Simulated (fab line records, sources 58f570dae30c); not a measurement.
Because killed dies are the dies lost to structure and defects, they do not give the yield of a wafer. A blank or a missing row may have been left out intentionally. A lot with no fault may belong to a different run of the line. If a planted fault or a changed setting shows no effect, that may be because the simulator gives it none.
The tool behind it: which one? | flow berkeley_cmos170 | Sampling: 12 lots, 36 wafers, 3 of 331 route steps

## WHAT THE GAUGES READ, wafer by wafer
UCB170_PLDD_CD_MEAS_06 targets a cd of 1200 nm.
lot  | measured     | on        | cd_nm (nm)
L531 | day 6 18:14  | cd_sem-01 | 1199.9 1200.9 1198.6
L530 | day 6 18:37  | cd_sem-01 | 1201.6 1200.1 1201.2
L532 | day 6 19:19  | cd_sem-02 | 1199.6 1200.2 1199.6
L533 | day 6 19:26  | cd_sem-02 | 1199.1 1199.8 1200.1
L541 | day 8 15:53  | cd_sem-02 | 1200.3 1199.6 1199.6
L540 | day 8 16:43  | cd_sem-01 | 1199.1 1199.0 1199.6
L544 | day 9 06:40  | cd_sem-02 | 1198.3 1198.9 1199.6
L545 | day 9 07:34  | cd_sem-02 | 1198.5 1197.2 1197.9
L542 | day 9 06:56  | cd_sem-01 | 1202.6 1202.6 1202.1
L547 | day 9 20:45  | cd_sem-02 | 1201.2 1201.1 1201.2
L548 | day 10 03:35 | cd_sem-01 | 1201.3 1200.9 1201.5
L553 | day 10 20:48 | cd_sem-01 | 1199.7 1200.2 1199.2

UCB170_PSD_CD_MEAS_06 targets a cd of 1200 nm.
lot  | measured     | on        | cd_nm (nm)
L531 | day 7 03:33  | cd_sem-02 | 1195.6 1197.5 1199.0
L530 | day 7 03:51  | cd_sem-01 | 1200.9 1201.2 1200.2
L532 | day 7 03:51  | cd_sem-02 | 1198.8 1201.0 1201.7
L533 | day 7 04:01  | cd_sem-02 | 1202.2 1201.0 1203.1
L541 | day 8 23:56  | cd_sem-02 | 1200.2 1199.1 1199.4
L540 | day 9 00:19  | cd_sem-01 | 1199.7 1200.1 1200.1
L544 | day 9 15:30  | cd_sem-02 | 1199.9 1200.1 1200.7
L545 | day 9 15:59  | cd_sem-01 | 1201.3 1200.1 1200.4
L542 | day 9 15:38  | cd_sem-01 | 1201.1 1202.8 1201.3
L547 | day 10 05:02 | cd_sem-02 | 1198.5 1200.8 1199.8
L548 | day 10 11:26 | cd_sem-02 | 1198.5 1199.8 1200.0
L553 | day 11 04:42 | cd_sem-02 | 1198.6 1199.1 1198.6

## WHICH TOOL RAN EACH LOT (tool, then ch and the chambers of the sampled wafers, then the start)
lot  | UCB170_PVT_STRIP_08
L531 | plasma_asher-01 ch 0,1, day 6 01:20
L530 | plasma_asher-02 ch 0,1, day 6 01:35
L532 | plasma_asher-01 ch 0,1, day 6 06:24
L533 | plasma_asher-02 ch 0,1, day 6 06:34
L541 | plasma_asher-02 ch 0, day 7 23:30
L540 | plasma_asher-04 ch 0,1, day 7 23:46
L544 | plasma_asher-01 ch 0,1, day 8 17:07
L545 | plasma_asher-04 ch 0,1, day 8 17:09
L542 | plasma_asher-04 ch 0,1, day 8 17:40
L547 | plasma_asher-04 ch 0,1, day 9 04:29
L548 | plasma_asher-04 ch 0, day 9 13:36
L553 | plasma_asher-01 ch 0,1, day 10 08:05
- UCB170_PVT_STRIP_08: strips in O2.

## AS READ BY THE TOOLS THEMSELVES (means over the sampled wafers that have a number; for cases with no such wafer, the mark the record gives instead)
UCB170_PVT_STRIP_08.
lot  | tool            | drypump_motor_current_A (A) | oes_product_au (a.u.) | strip_time_to_endpoint_s (s)
L531 | plasma_asher-01 | 5.3                         | 0.734                 | 21.86
L530 | plasma_asher-02 | 5.5                         | 0.732                 | 21.85
L532 | plasma_asher-01 | 5.3                         | 0.728                 | 21.86
L533 | plasma_asher-02 | 5.2                         | 0.735                 | 21.87
L541 | plasma_asher-02 | 5.7                         | 0.738                 | 21.82
L540 | plasma_asher-04 | 6.3                         | 0.737                 | 21.86
L544 | plasma_asher-01 | 5.3                         | 0.738                 | 21.83
L545 | plasma_asher-04 | 6.3                         | 0.738                 | 21.77
L542 | plasma_asher-04 | 6.2                         | 0.738                 | 21.86
L547 | plasma_asher-04 | 6.2                         | 0.736                 | 21.82
L548 | plasma_asher-04 | 6.4                         | 0.733                 | 21.81
L553 | plasma_asher-01 | 5.4                         | 0.736                 | 21.90

## THE ANSWER, worked out from the rows above alone
Rule: the usual values come from the lots themselves. The widest of any qualifying gaps counts: lots, ordered by their means at a reading, are off when they make up no more than a third of the lots, leave a main group of 4 or more, and stand apart from it by 3 or more times the standard deviation of that group's means. A main group whose means are all the same, to the digits that the tables above print for the reading, isn't used. A lot without any number at a reading at which 4 lots or more have one is off too. Where the step has rows for the other lots, those lots are counted as sound. The gauges are gone through in route order, then the tools' own readings, and for those a lot's mean is taken as printed above. At the first step where some lot is off, the reading lying furthest off is the one used; lots without a number count as furthest.
None of the lots is off at any reading shown; this tells nothing.

## WHAT THE SIMULATOR PUT IN
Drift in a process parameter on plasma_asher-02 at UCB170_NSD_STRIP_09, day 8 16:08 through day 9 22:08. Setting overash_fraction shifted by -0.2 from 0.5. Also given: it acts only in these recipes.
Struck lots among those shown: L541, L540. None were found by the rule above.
